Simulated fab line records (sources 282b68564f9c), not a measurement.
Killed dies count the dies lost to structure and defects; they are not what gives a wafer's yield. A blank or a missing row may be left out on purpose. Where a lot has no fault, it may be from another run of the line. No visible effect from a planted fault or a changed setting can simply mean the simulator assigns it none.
A struck lot beside a sound one ; flow rit cmos ; 15 steps out of a route of 202
Sound: wafers L255.3, L255.4, L255.5. Wafers struck: L261.2, L261.3, L261.6. The cause comes at the end.
At each step with rows: each side's tool, then ch and its chambers, then its first start. Under that, the readings that differ: sound wafers ; struck wafers ; difference of the means ; sigmas: that difference in standard deviations of wafers without a fault.
alike: readings whose means differ by less than 2 such deviations, and words and numbers that are the same on both sides. not compared: withheld readings, readings that some wafer has no value for, bounds like >300 that may hide the same value, and numbers for which the record gives no deviation and whose values overlap.
Wherever a step has rows on one side only, a row that says differs or no value, or a row with sigmas, the two part there. Non-overlapping numbers with no deviation appear without sigmas and do not part them. A reading that every wafer of one side lacks parts them only if that side has two wafers or more.

RIT_GATE_OVL_MEAS_17:
  sound on overlay-02, day 3 04:14; struck on overlay-02, day 4 10:50
  alike: GATE_OVL
then, 1 step without rows for these wafers: RIT_GATE_HARDBAKE_18 (time 60 s).
RIT_GATE_ETCH_19: etches poly-Si in SF6/CHF3/O2, stops on SiO2, time 165 s, target depth 312.5 nm.
  sound on rie si-02 ch 2,3, day 3 04:25; struck on rie si-02 ch 0,2,3, day 4 11:01
  alike: drypump motor current A, oes product au, throttle valve pct
  not compared: rf hours counter h
RIT_GATE_STRIP_20: strips in O2, time 180 s.
  sound on plasma asher-01 ch 0,1, day 3 04:35; struck on plasma asher-02 ch 0,1, day 4 11:07
  alike: drypump motor current A
  not compared: rf hours counter h
RIT_GATE_CD_MEAS_90 targets a cd of 150 nm.
  sound on cd sem-02, day 3 04:44; struck on cd sem-02, day 4 11:19
  alike: cd nm
then, 4 steps without rows for these wafers: RIT_REOX_CLEAN_00 (cleans in SC1, time 600 s); RIT_REOX_CLEAN_01 (cleans in dHF, time 30 s); RIT_REOX_CLEAN_02 (cleans in SC2, time 600 s); RIT_REOX_OXIDATION_03 (target thk 25.2 nm, ox time 5580 s).
RIT_REOX_THK_MEAS_04:
  sound on film metro-02, day 3 07:46; struck on film metro-02, day 4 14:20
  alike: REOX_OXIDE_THK
then, 2 steps without rows for these wafers: RIT_NLDD_HMDS_00 (prime time 60 s); RIT_NLDD_COAT_01 (resist thk 1000 nm).
RIT_NLDD_SOFTBAKE_02: time 60 s.
  sound on litho track-04 ch 0, day 3 08:18; struck on litho track-04 ch 0, day 4 14:43
reading;sound;struck;difference;sigmas
heater power total W (W);34.50 34.58 34.63;34.95 34.86 34.94;+0.35;+7
plate temp C (C);90.07 89.99 89.95;90.65 90.64 90.76;+0.68;+6
  alike: chill plate temp C, exhaust pa
then, 1 step without rows for these wafers: RIT_NLDD_EXPOSE_03 (exposes mask M7, target cd 40700 nm).
RIT_M1_PROBE_99:
  rows exist in the record for the sound wafers here (prober-02, day 4 01:04), none for the struck ones

== WHERE THEY PART ==
Last at RIT_M1_PROBE_99 as far as this record goes, first at RIT_NLDD_SOFTBAKE_02.

WHY: what the simulator had put in
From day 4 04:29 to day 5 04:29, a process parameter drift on litho track-04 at RIT_NLDD_SOFTBAKE_02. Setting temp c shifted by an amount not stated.
